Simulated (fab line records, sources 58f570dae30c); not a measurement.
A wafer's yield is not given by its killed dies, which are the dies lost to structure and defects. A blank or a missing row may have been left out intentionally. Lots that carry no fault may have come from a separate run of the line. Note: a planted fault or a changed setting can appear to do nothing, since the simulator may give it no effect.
What tool caused it? ; flow berkeley cmos170 ; 7 lots with 21 wafers sampled at 4 steps, on a route of 331 steps

WHAT THE GAUGES SHOWED, per wafer
UCB170_M3_CD_MEAS_90: target cd 700 nm.
lot;measured;on;cd nm (nm)
L595;day 8 05:00;cd sem-02;699 700 697
L598;day 9 07:01;cd sem-01;700 700 698
L599;day 9 12:37;cd sem-01;704 703 702
L610;day 10 23:26;cd sem-01;721 720 724
L613;day 11 09:58;cd sem-01;704 709 703
L614;day 12 03:02;cd sem-02;702 704 707
L617;day 13 02:41;cd sem-02;696 699 701

WHAT TOOL EACH LOT RAN ON (gives the tool, then ch and the chambers of the sampled wafers, and finally the start)
lot;UCB170_V1_STRIP_15;UCB170_M3_METAL_ETCH_18;UCB170_M3_STRIP_19
L595;plasma asher-02 ch 0,1, day 7 19:07;rie metal-02 ch 0, day 8 04:41;plasma asher-02 ch 1, day 8 04:53
L598;plasma asher-04 ch 0,1, day 8 21:39;rie metal-01 ch 0,1, day 9 06:45;plasma asher-02 ch 0,1, day 9 06:55
L599;plasma asher-04 ch 0,1, day 9 01:46;rie metal-01 ch 0,1, day 9 12:20;plasma asher-01 ch 0,1, day 9 12:31
L610;plasma asher-01 ch 0,1, day 10 11:28;rie metal-01 ch 0,1, day 10 23:09;plasma asher-03 ch 0,1, day 10 23:20
L613;plasma asher-04 ch 0, day 11 00:47;rie metal-02 ch 0, day 11 09:41;plasma asher-01 ch 0,1, day 11 09:52
L614;plasma asher-02 ch 1, day 11 17:37;rie metal-04 ch 0, day 12 02:44;plasma asher-02 ch 0,1, day 12 02:55
L617;plasma asher-02 ch 0,1, day 12 18:00;rie metal-04 ch 0,1, day 13 02:23;plasma asher-02 ch 0,1, day 13 02:34
- UCB170_V1_STRIP_15: strips in O2.
- UCB170_M3_METAL_ETCH_18: etches Al in Cl2/BCl3, stops on SiO2, target depth 1170 nm, time 195 s.
- UCB170_M3_STRIP_19: strips in O2.

THE ANSWER, worked out from the rows above alone
Rule: the lots themselves supply what counts as usual. The widest of any qualifying gaps counts: lots, ordered by their means at a reading, are off when they make up no more than a third of the lots, leave a main group of 4 or more, and stand apart from it by 3 or more times the standard deviation of that group's means. The tables above print the reading to a certain number of digits; a main group whose means all agree to those digits is not used. Also off: a lot with no number at a reading for which 4 or more lots have one. Any other lot the step has rows for is counted as sound.
Off at UCB170_M3_CD_MEAS_90 (cd nm): L610. Mean 702 nm and standard deviation 2.8 in the main group.
If a tool, at a process step before that reading, ran all the lots that are off and no sound lot after the first of them, it fits. Those tools and the gauges at UCB170_M3_CD_MEAS_90 are tried in the same way. Can't be told from this: 3 tools fit, plasma asher-01 at UCB170_V1_STRIP_15, rie metal-01 at UCB170_M3_METAL_ETCH_18, plasma asher-03 at UCB170_M3_STRIP_19.

WHAT THE SIMULATOR PUT IN
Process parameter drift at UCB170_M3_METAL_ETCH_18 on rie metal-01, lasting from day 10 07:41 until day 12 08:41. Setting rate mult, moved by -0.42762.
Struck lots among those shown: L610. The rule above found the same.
